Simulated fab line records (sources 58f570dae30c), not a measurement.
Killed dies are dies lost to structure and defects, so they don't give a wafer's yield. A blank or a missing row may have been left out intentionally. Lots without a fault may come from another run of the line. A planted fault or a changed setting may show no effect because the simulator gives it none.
fab line records	flow berkeleyCmos170	part 1 of 2: steps 1 to 32 of 44
record: lots: 5	wafers: 15	lastDay: 11
route steps=331 shown FIELD@96 SACOX@97 SCREENOX@100 NVT@104 PVT@115 GATE@125
lots untouched by any fault: they come from a run of this same line in which no faults occurred
startH: hours from the record's opening day to when the first of the lot's shown wafers began	waitH: hours from the lot's prior step to this one	" repeats the value in the row above	L1.1+2: a row that stands for several wafers	- no value, or no start given	* or withheld: withheld	< > ~ a bound
route shown NAME@n: NAME is a module with steps in the file, n the number in the route of the first one	usual: mean/standard deviation of fault-free wafers	same: alike in all rows	chamber/n: place in a boat	sites: readings site by site	_std_site: how widely they spread, as a standard deviation	_edge_site: inner sites' mean taken away from outer sites' mean	radiusMm: for every site, how far away it sits from the centre of the wafer	mask NAME#n: copy n	behind: the most recent tool/chamber to have shaped the wafer	hold: why the lot went on hold/how many hours it stayed there/how the hold came to an end	device: the transistor (n, p or np) that didn't switch	end of line: at the end of the route, the tests of the same wafers	a step without rows: its recipe alone	killed: dies that structure and defects cost at the first sort, which is not the same as the wafer's yield	map: a wafer's dies, marking killed ones x, the rest . and places with no die _
set.NAME: the setting the step ran with; set.NAME@STEP: the setting that earlier step ran with	model.NAME: the simulator's own value behind a step, which no gauge read
a table for each step, a row for each wafer; lots at some steps of the route
services: the hour from which a tool's chamber was out of use, counted from the record's first day as startH (under 0 if before that day), plus the number of hours and why
== steps ==
step: UCB170_FIELD_THK_MEAS_90
recipe: reads: SiO2_of_FIELD_OXIDATION_01
usual: FIELD_OXIDE_LEFT_1_THK: 445/10
lot.wafer	tool	chamber	startH	waitH	FIELD_OXIDE_LEFT_1_THK[nm]
L078.1	filmMetro-04	-	121.26	0.0	457
L078.2	"	-	"	"	453
L078.6	"	-	"	"	453
L081.1	filmMetro-04	-	133.79	0.0	435
L081.2	"	-	"	"	434
L081.5	"	-	"	"	444
L084.2	filmMetro-04	-	150.07	0.0	445
L084.4	"	-	"	"	446
L084.6	"	-	"	"	440
L090.3	filmMetro-02	-	177.91	0.0	434
L090.5	"	-	"	"	438
L090.6	"	-	"	"	435
L093.3	filmMetro-04	-	196.06	0.0	438
L093.4	"	-	"	"	443
L093.5	"	-	"	"	433
step: UCB170_SACOX_CLEAN_00
recipe: chemistry: dHF	dilution: 25:1	timeS: 7.5
lot.wafer	tool	chamber	startH	waitH
L078.1+2+6	wetBench-01	0	121.32	0.1
L081.1+2+5	wetBench-04	1	133.85	0.1
L084.2+4+6	wetBench-04	2	150.12	0.0
L090.3+5+6	wetBench-04	3	178.01	0.1
L093.3+4+5	wetBench-01	2	196.13	0.1
step: UCB170_SACOX_OXIDATION_01
recipe: tempC: 900	ambient: O2	targetThkA: 144	oxTimeS: 2400
usual: tube_center_temp_C_max: 902.3/0.41	zonePowerLoadPct: 27.5/0.35
lot.wafer	tool	chamber	startH	waitH	tube_center_temp_C_max	zonePowerLoadPct
L078.1	furnace-04	0	123.87	2.5	902.7	27.4
L078.2	"	0	"	"	901.8	28.2
L078.6	"	0	"	"	901.6	27.5
L081.1	furnace-01	0	135.82	2.0	903.0	27.2
L081.2	"	0	"	"	902.3	27.4
L081.5	"	0	"	"	902.0	27.6
L084.2	furnace-01	0	152.41	2.3	902.0	27.4
L084.4	"	0	"	"	902.6	27.0
L084.6	"	0	"	"	901.6	26.5
L090.3	furnace-01	0	181.13	3.1	902.1	27.3
L090.5	"	0	"	"	901.8	27.1
L090.6	"	0	"	"	902.5	27.5
L093.3	furnace-03	0	198.94	2.8	901.9	27.4
L093.4	"	0	"	"	902.2	27.7
L093.5	"	0	"	"	901.9	27.8
step: UCB170_SACOX_THK_MEAS_02
recipe: reads: SiO2_of_SACOX_OXIDATION_01
usual: SACOX_OXIDE_THK: 14.54/0.27
lot.wafer	tool	chamber	startH	waitH	SACOX_OXIDE_THK[nm]
L078.1	filmMetro-03	-	125.54	0.0	14.66
L078.2	"	-	"	"	14.50
L078.6	"	-	"	"	14.58
L081.1	filmMetro-04	-	137.49	0.0	14.09
L081.2	"	-	"	"	14.38
L081.5	"	-	"	"	14.25
L084.2	filmMetro-01	-	154.30	0.2	14.31
L084.4	"	-	"	"	14.46
L084.6	"	-	"	"	14.24
L090.3	filmMetro-04	-	182.82	0.0	15.01
L090.5	"	-	"	"	14.89
L090.6	"	-	"	"	15.03
L093.3	filmMetro-01	-	200.63	0.0	14.13
L093.4	"	-	"	"	14.28
L093.5	"	-	"	"	14.39
step: UCB170_SCREENOX_WET_ETCH_00
recipe: chemistry: dHF	dilution: 25:1	target: SiO2	tempC: 25	timeS: 200
lot.wafer	tool	chamber	startH	waitH
L078.1+2+6	wetBench-04	2	125.60	0.1
L081.1+2+5	wetBench-01	1	137.55	0.1
L084.2+4+6	wetBench-04	0	154.43	0.1
L090.3+5+6	wetBench-04	3	183.03	0.2
L093.3+4+5	wetBench-04	1	200.67	0.0
step: UCB170_SCREENOX_OXIDATION_01
recipe: tempC: 900	ambient: O2	targetThkA: 144	oxTimeS: 2400
usual: tube_center_temp_C_max: 902.3/0.41	zonePowerLoadPct: 26.9/1.1
lot.wafer	tool	chamber	startH	waitH	tube_center_temp_C_max	zonePowerLoadPct
L078.1	furnace-02	0	128.62	3.0	902.2	25.1
L078.2	"	0	"	"	902.3	25.8
L078.6	"	0	"	"	901.7	24.9
L081.1	furnace-03	0	141.74	4.1	902.3	27.2
L081.2	"	0	"	"	902.4	27.1
L081.5	"	0	"	"	902.6	26.8
L084.2	furnace-03	0	156.59	2.1	902.3	27.0
L084.4	"	0	"	"	902.3	27.8
L084.6	"	0	"	"	902.5	27.6
L090.3	furnace-03	0	183.39	0.3	901.8	27.2
L090.5	"	0	"	"	902.5	27.3
L090.6	"	0	"	"	902.4	27.6
L093.3	furnace-04	0	204.05	3.3	902.0	28.0
L093.4	"	0	"	"	902.5	27.8
L093.5	"	0	"	"	902.9	28.4
step: UCB170_SCREENOX_THK_MEAS_02
recipe: reads: SiO2_of_SCREENOX_OXIDATION_01
usual: SCREENOX_OXIDE_THK: 14.61/0.25
lot.wafer	tool	chamber	startH	waitH	SCREENOX_OXIDE_THK[nm]
L078.1	filmMetro-02	-	130.29	0.0	14.83
L078.2	"	-	"	"	14.83
L078.6	"	-	"	"	14.83
L081.1	filmMetro-02	-	143.41	0.0	14.45
L081.2	"	-	"	"	14.75
L081.5	"	-	"	"	14.43
L084.2	filmMetro-03	-	158.27	0.0	14.18
L084.4	"	-	"	"	14.27
L084.6	"	-	"	"	14.54
L090.3	filmMetro-01	-	185.14	0.1	14.62
L090.5	"	-	"	"	14.54
L090.6	"	-	"	"	14.59
L093.3	filmMetro-03	-	205.73	0.0	15.03
L093.4	"	-	"	"	14.91
L093.5	"	-	"	"	15.25
step: UCB170_SCREENOX_ANNEAL_03
recipe: tempC: 900	timeS: 900	ambient: N2
usual: tube_center_temp_C_max: 902.3/0.41	zonePowerLoadPct: 27.6/0.56
lot.wafer	tool	chamber	startH	waitH	tube_center_temp_C_max	zonePowerLoadPct
L078.1	furnace-03	0	132.76	2.5	902.0	27.9
L078.2	"	0	"	"	902.2	27.0
L078.6	"	0	"	"	902.2	27.3
L081.1	furnace-03	0	145.91	2.5	903.3	27.1
L081.2	"	0	"	"	902.2	27.7
L081.5	"	0	"	"	902.8	27.3
L084.2	furnace-03	0	160.94	2.7	902.2	27.8
L084.4	"	0	"	"	902.1	27.4
L084.6	"	0	"	"	902.3	27.7
L090.3	furnace-04	0	191.03	5.9	903.6	27.8
L090.5	"	0	"	"	904.1	27.9
L090.6	"	0	"	"	903.3	28.2
L093.3	furnace-04	0	207.21	1.5	902.6	27.9
L093.4	"	0	"	"	902.3	27.7
L093.5	"	0	"	"	902.9	27.9
step: UCB170_NVT_HMDS_00
recipe: primeTimeS: 60	primeTempC: 100
lot.wafer	tool	chamber	startH	waitH
L078.1+2+6	lithoTrack-01	0	134.21	0.2
L081.1+2+5	lithoTrack-01	0	147.16	0.0
L084.2+4+6	lithoTrack-02	0	162.30	0.1
L090.3+5+6	lithoTrack-02	0	192.59	0.3
L093.3+4+5	lithoTrack-03	0	208.51	0.1
step: UCB170_NVT_COAT_01
recipe: resist: KrF	spinRpm: 1500	resistThkNm: 900
usual: dispensePressureKPa: 47.3/2.3
lot.wafer	tool	chamber	startH	waitH	dispensePressureKPa
L078.1	lithoTrack-01	0	134.36	0.1	50.6
L078.2	"	0	"	"	50.6
L078.6	"	0	"	"	50.6
L081.1	lithoTrack-01	0	147.31	0.1	50.5
L081.2	"	0	"	"	50.6
L081.5	"	0	"	"	50.6
L084.2	lithoTrack-02	0	162.45	0.1	45.8
L084.4	"	0	"	"	45.8
L084.6	"	0	"	"	45.8
L090.3	lithoTrack-02	0	192.74	0.1	45.8
L090.5	"	0	"	"	45.8
L090.6	"	0	"	"	45.8
L093.3	lithoTrack-03	0	208.66	0.1	45.7
L093.4	"	0	"	"	45.7
L093.5	"	0	"	"	45.7
step: UCB170_NVT_SOFTBAKE_02
recipe: resist: KrF	tempC: 130	timeS: 60
lot.wafer	tool	chamber	startH	waitH
L078.1+2+6	lithoTrack-01	0	134.51	0.1
L081.1+2+5	lithoTrack-01	0	147.46	0.1
L084.2+4+6	lithoTrack-02	0	162.60	0.1
L090.3+5+6	lithoTrack-02	0	192.89	0.1
L093.3+4+5	lithoTrack-03	0	208.81	0.1
step: UCB170_NVT_EXPOSE_03
recipe: maskId: PWELL	targetCdNm: 3000	na: 0.5	sigmaOuter: 0.6	sourceShape: conventional	doseMj: 30
same: sigmaOuter: 0.6
lot.wafer	tool	chamber	startH	waitH	mask
L078.1+2+6	krfScanner-02	0	134.66	0.1	PWELL#0
L081.1+2+5	krfScanner-01	0	147.74	0.2	PWELL#0
L084.2+4+6	krfScanner-01	0	162.78	0.2	PWELL#0
L090.3+5+6	krfScanner-01	0	193.03	0.1	PWELL#0
L093.3+4+5	krfScanner-02	0	209.08	0.2	PWELL#0
step: UCB170_NVT_PEB_04
recipe: pebTempC: 130	pebTimeS: withheld	resist: KrF
lot.wafer	tool	chamber	startH	waitH
L078.1+2+6	lithoTrack-03	0	135.11	0.4
L081.1+2+5	lithoTrack-01	0	147.85	0.1
L084.2+4+6	lithoTrack-01	0	163.03	0.2
L090.3+5+6	lithoTrack-01	0	193.51	0.5
L093.3+4+5	lithoTrack-03	0	209.47	0.4
step: UCB170_NVT_DEVELOP_05
recipe: developer: TMAH	developTimeS: 45	resist: KrF	devTempC: 21
lot.wafer	tool	chamber	startH	waitH
L078.1+2+6	lithoTrack-03	0	-	-
L081.1+2+5	lithoTrack-01	0	-	-
L084.2+4+6	lithoTrack-01	0	-	-
L090.3+5+6	lithoTrack-01	0	-	-
L093.3+4+5	lithoTrack-03	0	-	-
step: UCB170_NVT_OVL_MEAS_06
usual: NVT_OVL: 1/5.2
lot.wafer	tool	chamber	startH	waitH	NVT_OVL[nm]
L078.1	overlay-01	-	135.39	-	-1
L078.2	"	-	"	"	-5
L078.6	"	-	"	"	-3
L081.1	overlay-02	-	148.13	-	0
L081.2	"	-	"	"	-3
L081.5	"	-	"	"	-1
L084.2	overlay-02	-	163.29	-	-10
L084.4	"	-	"	"	6
L084.6	"	-	"	"	3
L090.3	overlay-01	-	193.74	-	2
L090.5	"	-	"	"	5
L090.6	"	-	"	"	3
L093.3	overlay-02	-	209.71	-	7
L093.4	"	-	"	"	5
L093.5	"	-	"	"	0
step: UCB170_NVT_IMPLANT_07
recipe: species: BF2	doseCm2: 3e+12	energyKev: 50	tiltDeg: 7
lot.wafer	tool	chamber	startH	waitH
L078.1+2+6	implanter-01	0	135.42	0.0
L081.1+2+5	implanter-02	0	148.16	0.0
L084.2+4+6	implanter-01	0	163.34	0.0
L090.3+5+6	implanter-01	0	193.82	0.1
L093.3+4+5	implanter-02	0	209.78	0.1
step: UCB170_NVT_STRIP_08
recipe: chemistry: O2	powerW: 400	pressureMtorr: 3500	platenTempC: withheld	o2FlowSccm: 400	overashFraction: 0.5
usual: drypumpMotorCurrentA: 5.6/0.46	oesProductAu: 0.734/0.0042	stripTimeToEndpointS: 21.62/0.078
lot.wafer	tool	chamber	startH	waitH	drypumpMotorCurrentA	oesProductAu	rfHoursCounterH	stripTimeToEndpointS
L078.1	plasmaAsher-02	0	135.57	0.1	5.7	0.734	44	21.69
L078.2	"	1	"	"	5.9	0.737	44	21.67
L078.6	"	1	"	"	5.9	0.737	-	21.71
L081.1	plasmaAsher-01	0	148.31	0.1	5.1	0.732	3	21.65
L081.2	"	1	"	"	6.2	0.734	3	21.63
L081.5	"	1	"	"	6.2	0.729	-	21.69
L084.2	plasmaAsher-01	0	163.47	0.1	5.1	0.730	5	21.58
L084.4	"	1	"	"	6.3	0.735	-	21.60
L084.6	"	1	"	"	6.3	0.732	-	21.58
L090.3	plasmaAsher-02	1	193.95	0.1	5.9	0.735	-	21.52
L090.5	"	1	"	"	5.9	0.736	-	21.52
L090.6	"	0	"	"	5.7	0.733	-	21.51
L093.3	plasmaAsher-01	1	209.91	0.1	6.3	0.731	-	21.64
L093.4	"	0	"	"	5.1	0.732	-	21.66
L093.5	"	0	"	"	5.1	0.737	-	21.59
step: UCB170_NVT_TW_MEAS_09
usual: NVT_TW: 520/3.9
lot.wafer	tool	chamber	startH	waitH	NVT_TW
L078.1	filmMetro-02	-	135.67	0.1	519
L078.2	"	-	"	"	521
L078.6	"	-	"	"	514
L081.1	filmMetro-01	-	148.41	0.1	522
L081.2	"	-	"	"	526
L081.5	"	-	"	"	526
L084.2	filmMetro-04	-	163.58	0.1	518
L084.4	"	-	"	"	516
L084.6	"	-	"	"	518
L090.3	filmMetro-04	-	194.04	0.1	516
L090.5	"	-	"	"	514
L090.6	"	-	"	"	515
L093.3	filmMetro-04	-	210.00	0.1	514
L093.4	"	-	"	"	517
L093.5	"	-	"	"	516
step: UCB170_NVT_CLEAN_10
recipe: chemistry: SPM	tempC: 120	timeS: 600
lot.wafer	tool	chamber	startH	waitH
L078.1+2+6	wetBench-01	2	135.86	0.2
L081.1+2+5	wetBench-03	1	148.47	0.1
L084.2+4+6	wetBench-02	2	165.80	2.2
L090.3+5+6	wetBench-03	2	194.08	0.0
L093.3+4+5	wetBench-01	3	210.71	0.7
step: UCB170_PVT_HMDS_00
recipe: primeTimeS: 60	primeTempC: 100
lot.wafer	tool	chamber	startH	waitH
L078.1+2+6	lithoTrack-01	0	136.11	0.1
L081.1+2+5	lithoTrack-04	0	148.68	0.0
L084.2+4+6	lithoTrack-04	0	166.00	0.0
L090.3+5+6	lithoTrack-01	0	195.23	1.0
L093.3+4+5	lithoTrack-01	0	210.93	0.1
step: UCB170_PVT_COAT_01
recipe: resist: KrF	spinRpm: 1500	resistThkNm: 900
usual: dispensePressureKPa: 49.8/2.8
lot.wafer	tool	chamber	startH	waitH	dispensePressureKPa
L078.1	lithoTrack-01	0	136.26	0.1	50.5
L078.2	"	0	"	"	50.5
L078.6	"	0	"	"	50.5
L081.1	lithoTrack-04	0	148.83	0.1	52.4
L081.2	"	0	"	"	52.4
L081.5	"	0	"	"	52.4
L084.2	lithoTrack-04	0	166.15	0.1	52.4
L084.4	"	0	"	"	52.4
L084.6	"	0	"	"	52.4
L090.3	lithoTrack-01	0	195.38	0.1	50.5
L090.5	"	0	"	"	50.6
L090.6	"	0	"	"	50.5
L093.3	lithoTrack-01	0	211.08	0.1	50.6
L093.4	"	0	"	"	50.5
L093.5	"	0	"	"	50.6
step: UCB170_PVT_SOFTBAKE_02
recipe: resist: KrF	tempC: 130	timeS: 60
lot.wafer	tool	chamber	startH	waitH
L078.1+2+6	lithoTrack-01	0	136.41	0.1
L081.1+2+5	lithoTrack-04	0	148.98	0.1
L084.2+4+6	lithoTrack-04	0	166.30	0.1
L090.3+5+6	lithoTrack-01	0	195.53	0.1
L093.3+4+5	lithoTrack-01	0	211.23	0.1
step: UCB170_PVT_EXPOSE_03
recipe: maskId: NWELL	targetCdNm: 3000	na: 0.5	sigmaOuter: 0.6	sourceShape: conventional	doseMj: 30
same: sigmaOuter: 0.6
lot.wafer	tool	chamber	startH	waitH	mask
L078.1+2+6	krfScanner-02	0	136.56	0.1	NWELL#0
L081.1+2+5	krfScanner-01	0	149.13	0.1	NWELL#0
L084.2+4+6	krfScanner-01	0	166.57	0.2	NWELL#0
L090.3+5+6	krfScanner-01	0	195.80	0.2	NWELL#0
L093.3+4+5	krfScanner-01	0	211.37	0.1	NWELL#0
step: UCB170_PVT_PEB_04
recipe: pebTempC: 130	pebTimeS: withheld	resist: KrF
lot.wafer	tool	chamber	startH	waitH
L078.1+2+6	lithoTrack-04	0	136.72	0.1
L081.1+2+5	lithoTrack-04	0	149.58	0.4
L084.2+4+6	lithoTrack-03	0	166.70	0.1
L090.3+5+6	lithoTrack-01	0	196.23	0.4
L093.3+4+5	lithoTrack-04	0	211.50	0.1
step: UCB170_PVT_DEVELOP_05
recipe: developer: TMAH	developTimeS: 45	resist: KrF	devTempC: 21
lot.wafer	tool	chamber	startH	waitH
L078.1+2+6	lithoTrack-04	0	-	-
L081.1+2+5	lithoTrack-04	0	-	-
L084.2+4+6	lithoTrack-03	0	-	-
L090.3+5+6	lithoTrack-01	0	-	-
L093.3+4+5	lithoTrack-04	0	-	-
step: UCB170_PVT_OVL_MEAS_06
usual: PVT_OVL: -3/5.8
lot.wafer	tool	chamber	startH	waitH	PVT_OVL[nm]
L078.1	overlay-02	-	136.99	-	8
L078.2	"	-	"	"	4
L078.6	"	-	"	"	7
L081.1	overlay-02	-	149.86	-	-1
L081.2	"	-	"	"	-5
L081.5	"	-	"	"	2
L084.2	overlay-01	-	166.95	-	3
L084.4	"	-	"	"	1
L084.6	"	-	"	"	3
L090.3	overlay-01	-	196.47	-	-2
L090.5	"	-	"	"	-2
L090.6	"	-	"	"	-2
L093.3	overlay-02	-	211.73	-	-10
L093.4	"	-	"	"	-1
L093.5	"	-	"	"	-6
step: UCB170_PVT_IMPLANT_07
recipe: species: P	doseCm2: 2e+12	energyKev: 30	tiltDeg: 7
lot.wafer	tool	chamber	startH	waitH
L078.1+2+6	implanter-01	0	137.03	0.0
L081.1+2+5	implanter-04	0	149.89	0.0
L084.2+4+6	implanter-04	0	167.01	0.0
L090.3+5+6	implanter-04	0	196.54	0.1
L093.3+4+5	implanter-04	0	211.81	0.1
step: UCB170_PVT_STRIP_08
recipe: chemistry: O2	powerW: 400	pressureMtorr: 3500	platenTempC: withheld	o2FlowSccm: 400	overashFraction: 0.5
usual: drypumpMotorCurrentA: 5.6/0.44	oesProductAu: 0.734/0.0051	stripTimeToEndpointS: 21.66/0.064
lot.wafer	tool	chamber	startH	waitH	drypumpMotorCurrentA	oesProductAu	rfHoursCounterH	stripTimeToEndpointS
L078.1	plasmaAsher-04	0	137.18	0.1	5.4	0.729	36	21.67
L078.2	"	1	"	"	5.2	0.738	36	21.67
L078.6	"	1	"	"	5.2	0.732	-	21.72
L081.1	plasmaAsher-03	1	150.04	0.1	6.0	0.737	41	21.71
L081.2	"	0	"	"	5.7	0.742	41	21.72
L081.5	"	0	"	"	5.7	0.729	-	21.75
L084.2	plasmaAsher-03	1	167.13	0.1	5.9	0.737	43	21.69
L084.4	"	0	"	"	5.7	0.733	-	21.70
L084.6	"	0	"	"	5.7	0.736	-	21.73
L090.3	plasmaAsher-01	0	196.68	0.1	5.1	0.736	-	21.60
L090.5	"	1	"	"	6.2	0.731	-	21.62
L090.6	"	0	"	"	5.1	0.736	-	21.58
L093.3	plasmaAsher-01	0	211.94	0.1	5.1	0.732	-	21.73
L093.4	"	1	"	"	6.2	0.731	-	21.72
L093.5	"	0	"	"	5.1	0.740	-	21.66
step: UCB170_PVT_TW_MEAS_09
usual: PVT_TW: 503.1/2.6
lot.wafer	tool	chamber	startH	waitH	PVT_TW
L078.1	filmMetro-04	-	137.28	0.1	503.1
L078.2	"	-	"	"	500.1
L078.6	"	-	"	"	503.6
L081.1	filmMetro-03	-	150.14	0.1	508.2
L081.2	"	-	"	"	505.9
L081.5	"	-	"	"	507.2
L084.2	filmMetro-03	-	167.24	0.1	504.2
L084.4	"	-	"	"	508.2
L084.6	"	-	"	"	507.4
L090.3	filmMetro-03	-	196.76	0.1	503.4
L090.5	"	-	"	"	503.9
L090.6	"	-	"	"	505.8
L093.3	filmMetro-04	-	212.03	0.1	500.7
L093.4	"	-	"	"	500.2
L093.5	"	-	"	"	499.3
step: UCB170_GATE_WET_ETCH_00
recipe: chemistry: dHF	dilution: 25:1	target: SiO2	tempC: 25	timeS: 200
lot.wafer	tool	chamber	startH	waitH
L078.1+2+6	wetBench-03	1	137.64	0.3
L081.1+2+5	wetBench-03	0	150.20	0.1
L084.2+4+6	wetBench-03	2	167.29	0.0
L090.3+5+6	wetBench-03	3	196.80	0.0
L093.3+4+5	wetBench-03	3	212.07	0.0
step: UCB170_FIELD_THK_MEAS_91
recipe: reads: SiO2_of_FIELD_OXIDATION_01
usual: FIELD_OXIDE_LEFT_2_THK: 356/10
lot.wafer	tool	chamber	startH	waitH	FIELD_OXIDE_LEFT_2_THK[nm]
L078.1	filmMetro-02	-	137.71	0.0	369
L078.2	"	-	"	"	364
L078.6	"	-	"	"	364
L081.1	filmMetro-02	-	150.27	0.0	348
L081.2	"	-	"	"	347
L081.5	"	-	"	"	357
L084.2	filmMetro-02	-	167.37	0.0	358
L084.4	"	-	"	"	359
L084.6	"	-	"	"	352
L090.3	filmMetro-04	-	196.96	0.0	346
L090.5	"	-	"	"	350
L090.6	"	-	"	"	346
L093.3	filmMetro-03	-	212.15	0.0	349
L093.4	"	-	"	"	354
L093.5	"	-	"	"	344
step: UCB170_GATE_OXIDATION_01
recipe: tempC: 850	ambient: O2	targetThkA: 66	oxTimeS: 1800
usual: tube_center_temp_C_max: 852.2/0.33	zonePowerLoadPct: 23.9/0.87
lot.wafer	tool	chamber	startH	waitH	tube_center_temp_C_max	zonePowerLoadPct
L078.1	furnace-02	0	143.67	6.0	851.8	22.5
L078.2	"	0	"	"	851.8	22.5
L078.6	"	0	"	"	851.9	22.3
L081.1	furnace-01	0	154.08	3.8	852.6	24.2
L081.2	"	0	"	"	851.9	23.9
L081.5	"	0	"	"	852.3	23.8
L084.2	furnace-02	0	171.79	4.4	851.5	22.3
L084.4	"	0	"	"	852.2	22.3
L084.6	"	0	"	"	852.3	22.2
L090.3	furnace-01	0	200.92	3.9	852.5	24.2
L090.5	"	0	"	"	851.7	24.0
L090.6	"	0	"	"	852.3	23.7
L093.3	furnace-01	0	214.77	2.6	851.6	24.1
L093.4	"	0	"	"	851.9	24.0
L093.5	"	0	"	"	852.8	24.3
